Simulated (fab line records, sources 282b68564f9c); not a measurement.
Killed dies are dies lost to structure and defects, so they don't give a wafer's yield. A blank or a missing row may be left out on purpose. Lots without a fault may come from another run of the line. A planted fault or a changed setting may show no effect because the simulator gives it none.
A struck lot beside a sound one | flow rit_cmos | 18 steps out of a route of 202
Sound: wafers L727.1, L727.2, L727.6. Struck: wafers L734.2, L734.5, L734.6. The cause comes at the end.
At each step with rows: each side's tool, then ch and its chambers, then its first start. Under that, the readings that differ: sound wafers | struck wafers | difference of the means | sigmas: that difference in standard deviations of wafers without a fault.
alike: readings whose means differ by less than 2 such deviations, and words and numbers that are the same on both sides. not compared: withheld readings, readings that some wafer has no value for, bounds like >300 that may hide the same value, and numbers for which the record gives no deviation and whose values overlap.
The two part at a step that has a row with sigmas, a row that says differs or no value, or rows on one side only. Numbers that don't overlap but have no deviation are shown without sigmas and don't part them. A reading that every wafer of one side lacks parts them only if that side has two wafers or more.

first, 4 steps without rows for these wafers: RIT_NSD_SOFTBAKE_02 (time 60 s); RIT_NSD_EXPOSE_03 (exposes mask M9, target cd 40700 nm); RIT_NSD_PEB_04; RIT_NSD_DEVELOP_05 (develop time 50 s).
RIT_NSD_OVL_MEAS_06:
  sound on overlay-01, day 4 09:07; struck on overlay-02, day 5 20:48
  alike: NSD_OVL
then, 2 steps without rows for these wafers: RIT_NSD_HARDBAKE_07 (time 60 s); RIT_NSD_IMPLANT_08.
RIT_NSD_STRIP_09: strips in O2, time 180 s.
  sound on plasma_asher-03 ch 0,1, day 4 09:27; struck on plasma_asher-01 ch 0,1, day 5 21:08
  alike: drypump_motor_current_A
  not compared: rf_hours_counter_h
RIT_NSD_TW_MEAS_10:
  sound on film_metro-01, day 4 09:37; struck on film_metro-02, day 5 21:19
  reading | sound          | struck         | difference | sigmas
  NSD_TW  | 3073 3059 3053 | 3152 3155 3162 | +95        | +2
then, 3 steps without rows for these wafers: RIT_PSD_HMDS_00 (prime time 60 s); RIT_PSD_COAT_01 (resist thk 1000 nm); RIT_PSD_SOFTBAKE_02 (time 60 s).
RIT_PSD_EXPOSE_03: exposes mask M10, target cd 40900 nm.
  sound on iline_stepper-02 ch 0, day 4 10:08; struck on iline_stepper-01 ch 0, day 5 21:58
  reading                     | sound                | struck         | difference | sigmas
  model.PSD.overlay_x_nm (nm) | 0.6027 0.6027 0.6027 | 8149 8149 8149 | +8148      |
  alike: mask
then, 2 steps without rows for these wafers: RIT_PSD_PEB_04; RIT_PSD_DEVELOP_05 (develop time 50 s).
RIT_PSD_OVL_MEAS_06:
  sound on overlay-01, day 4 10:32; struck on overlay-02, day 5 22:20
  reading      | sound        | struck | difference                    | sigmas
  PSD_OVL (nm) | 0.2 0.7 -0.1 | - - -  | no value on the struck wafers |
then, 1 step without rows for these wafers: RIT_PSD_HARDBAKE_07 (time 60 s).
RIT_M1_PROBE_99:
  sound on prober-01, day 4 18:54; struck on prober-02, day 6 07:01
  reading                                    | sound  | struck      | difference | sigmas
  killed_at_front_end                        | 2 10 5 | 264 264 264 | +258       | +83
  killed_dies                                | 2 10 5 | 264 264 264 | +258       | +83
  killed_on_rim                              | 1 3 3  | 70 70 70    | +68        | +48
  killed_open                                | 0 3 3  | 7 6 7       | +5         | +2
  model.etest.pmos_narrow.short              | 0 0 0  | 1 1 1       | +1         |
  model.etest.pmos_turned.short              | 0 0 0  | 1 1 1       | +1         |
  model.etest.pmos_0p3.over_limit            | 0 0 0  | 1 1 1       | +1         |
  model.etest.select_edge_diode_p.over_limit | 0 0 0  | 1 1 1       | +1         |
  model.etest.ring.no_ring                   | 0 0 0  | 1 1 1       | +1         |
  model.etest.pmos_0p15.over_limit           | 0 0 0  | 1 1 1       | +1         |
  model.etest.pmos_0p3.short                 | 0 0 0  | 1 1 1       | +1         |
  model.etest.pmos_0p15.short                | 0 0 0  | 1 1 1       | +1         |
  alike: killed_short

WHERE THEY PART
First at RIT_NSD_TW_MEAS_10; last, within this record, at RIT_M1_PROBE_99.

WHY: what the simulator had put in
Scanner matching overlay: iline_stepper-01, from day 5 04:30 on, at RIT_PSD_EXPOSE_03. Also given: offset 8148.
